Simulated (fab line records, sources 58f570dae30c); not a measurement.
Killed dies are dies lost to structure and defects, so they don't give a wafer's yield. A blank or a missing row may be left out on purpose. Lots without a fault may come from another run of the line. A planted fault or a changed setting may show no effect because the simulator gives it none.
Problem report in the 8D (eight disciplines) form, filled by code | flow berkeley_cmos170 | the parts of the form that need people (team, actions taken, sign-off) are left out

1. THE PROBLEM
PWELL_TW at UCB170_PWELL_TW_MEAS_17 reads a mean of 404.9 on 6 wafers of 2 lots; wafers without a fault read 381.2 with a standard deviation of 1.7. That is +14 standard deviations from the usual mean.
First seen on wafer L979.2, day 5 10:30, on film_metro-01. The record holds 42 wafers of 14 lots with a number at this step. Rule for "out", or "out of limits": more than 4 standard deviations from the usual mean. The other wafers with a number count as sound.

2. WHAT IT IS AND WHAT IT IS NOT
question                    | is                     | is not
which readings at this step | PWELL_TW               | -
which lots                  | L979, L984             | L968, L969, L971, L972, L973, L974, L975, L977, L986, L987, L988, L991
which wafers of those lots  | all that have a number | -
read on which gauges        | film_metro-01          | film_metro-02, film_metro-04
when                        | from day 5 10:30       | up to then (24 sound wafers); but 12 sound wafers of L986, L987, L988, L991 came after

3. SUSPECTS, AND WHAT RULES EACH OUT
Counting: a tool at a process step up to the reading stays a suspect if it ran every lot that is out and no sound lot after the first of them.
- the gauge at UCB170_PWELL_TW_MEAS_17: ruled out. All the wafers that are out were read on film_metro-01, but those of them that UCB170_PWELL_IMPLANT_15 has rows for are out there too, on other tools.
- implanter-03 at UCB170_PWELL_IMPLANT_15: kept. It ran every lot that is out, first L979 (day 5 10:16), and no sound lot after that; its last sound lot up to then is L977 (day 4 21:34). Its own readings are out on those wafers: beam_on_s, faraday_current_uA.
Left after counting: implanter-03 at UCB170_PWELL_IMPLANT_15.

4. THE CAUSE (what the simulator had put in)
Process parameter drift: implanter-03, from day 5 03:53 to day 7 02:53, at UCB170_PWELL_IMPLANT_15. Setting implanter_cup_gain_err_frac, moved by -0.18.
Counting left only this tool.

5. THE CHAIN OF EFFECTS, in route order
Each row: a reading whose mean over the struck wafers that have a number lies more than 3 standard deviations from the usual. Only readings for which the record gives a usual standard deviation are gone through. hours: the time from each lot's start at the first step in this table that gives one to its start at this step, as a median over the lots. sigmas: the change in usual standard deviations.
hours | step                    | reading            | usual  | on struck wafers | change | sigmas
0     | UCB170_PWELL_IMPLANT_15 | beam_on_s          | 9.98 s | 12.27            | +2.29  | +11
0     | UCB170_PWELL_IMPLANT_15 | faraday_current_uA | 16.2   | 13.2             | -3.0   | -8.9
0     | UCB170_PWELL_TW_MEAS_17 | PWELL_TW           | 381.2  | 404.9            | +23.7  | +14
The process steps in it:
- UCB170_PWELL_IMPLANT_15

6. WHAT WOULD HAVE CAUGHT IT SOONER
In this record the first reading out of limits at a measuring or inspecting step was taken at day 5 10:30, 7 hours after the fault began at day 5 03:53.
The tool's own readings at UCB170_PWELL_IMPLANT_15 were out on every struck wafer that the step has a row for (beam_on_s, faraday_current_uA): an alarm limit on them would have fired on the first of those.
Of the lots that are out (2), L984 began UCB170_PWELL_IMPLANT_15 on implanter-03 after day 5 10:30. A hold on the tool at that time would have spared it.
